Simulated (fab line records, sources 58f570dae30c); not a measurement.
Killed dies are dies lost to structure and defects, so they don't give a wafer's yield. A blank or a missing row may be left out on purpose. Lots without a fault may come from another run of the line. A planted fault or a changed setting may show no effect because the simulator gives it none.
Problem report in the 8D (eight disciplines) form, filled by code | flow berkeley_cmos170 | the parts of the form that need people (team, actions taken, sign-off) are left out

1. THE PROBLEM
cd_nm at UCB170_V1_CD_MEAS_90 reads a mean of 712.6 nm on 3 wafers of 2 lots; wafers without a fault read 700.3 nm with a standard deviation of 1.6. That is +7.7 standard deviations from the usual mean.
The step: target cd 700 nm.
First seen on wafer L691.6, day 9 16:28, on cd_sem-02. The record holds 42 wafers of 14 lots with a number at this step. Rule for "out", or "out of limits": more than 4 standard deviations from the usual mean. The other wafers with a number count as sound.

2. WHAT IT IS AND WHAT IT IS NOT
question                    | is                     | is not
which readings at this step | cd_nm                  | -
which lots                  | L691, L694             | L686, L687, L689, L690, L698, L699, L700, L703, L705, L706, L708, L709
which wafers of those lots  | L691.6, L694.1, L694.5 | L691.3, L691.4, L694.4
read on which gauges        | cd_sem-02              | cd_sem-01
when                        | from day 9 16:28       | up to then (14 sound wafers); but 25 sound wafers of L694, L698, L699, L700, L703, L705, L706, L708, L709 came after

3. SUSPECTS, AND WHAT RULES EACH OUT
Counting: a tool at a process step up to the reading stays a suspect if it ran every lot that is out. Sound lots after the first of them don't rule it out here, since some wafers of a struck lot are sound.
- the gauge at UCB170_V1_CD_MEAS_90: ruled out. All the wafers that are out were read on cd_sem-02, but those of them that UCB170_V1_ETCH_14 has rows for are out there too, on other tools.
- rie_diel-04 at UCB170_V1_ETCH_14 (etches SiO2 in CHF3/CF4/Ar, stops on Al, target depth 1250 nm, time 291 s): kept. It ran every lot that is out, first L691 (day 9 16:09); its last sound lot up to then is L689 (day 9 04:41). Its own readings are out on those wafers: rf_fwd_power_W.
- Within rie_diel-04 at UCB170_V1_ETCH_14: the wafers that are out ran in chamber 2; their sound lot-mates ran in chambers 0, 3.
Left after counting: rie_diel-04 at UCB170_V1_ETCH_14.

4. THE CAUSE (what the simulator had put in)
Process parameter drift: rie_diel-04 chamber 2, from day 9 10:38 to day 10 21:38, at UCB170_V1_ETCH_14. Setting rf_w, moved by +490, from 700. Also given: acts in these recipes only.
Counting left only this tool.

5. THE CHAIN OF EFFECTS, in route order
Each row: a reading whose mean over the struck wafers that have a number lies more than 3 standard deviations from the usual. Only readings for which the record gives a usual standard deviation are gone through. hours: the time from each lot's start at the first step in this table that gives one to its start at this step, as a median over the lots. sigmas: the change in usual standard deviations.
hours | step                 | reading                  | usual    | on struck wafers | change | sigmas
0     | UCB170_V1_ETCH_14    | rf_fwd_power_W           | 698.5 W  | 1183.9           | +485.4 | +99 or more
0     | UCB170_V1_STRIP_15   | strip_time_to_endpoint_s | 15.03 s  | 13.15            | -1.88  | -22
0     | UCB170_V1_CD_MEAS_90 | cd_nm                    | 700.3 nm | 712.6            | +12.3  | +7.7
The process steps in it:
- UCB170_V1_ETCH_14: etches SiO2 in CHF3/CF4/Ar, stops on Al, target depth 1250 nm, time 291 s.
- UCB170_V1_STRIP_15: strips in O2.
Later measuring or inspecting steps at which every struck wafer that the step has a row for has a number for every such reading, and none has moved that far: UCB170_M2_CD_MEAS_90.

6. WHAT WOULD HAVE CAUGHT IT SOONER
In this record the first reading out of limits at a measuring or inspecting step was taken at day 9 16:28, 6 hours after the fault began at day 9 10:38.
The tool's own readings at UCB170_V1_ETCH_14 were out on every struck wafer that the step has a row for (rf_fwd_power_W): an alarm limit on them would have fired on the first of those.
Of the lots that are out (2), L694 began UCB170_V1_ETCH_14 on rie_diel-04 after day 9 16:28. A hold on the tool at that time would have spared it.
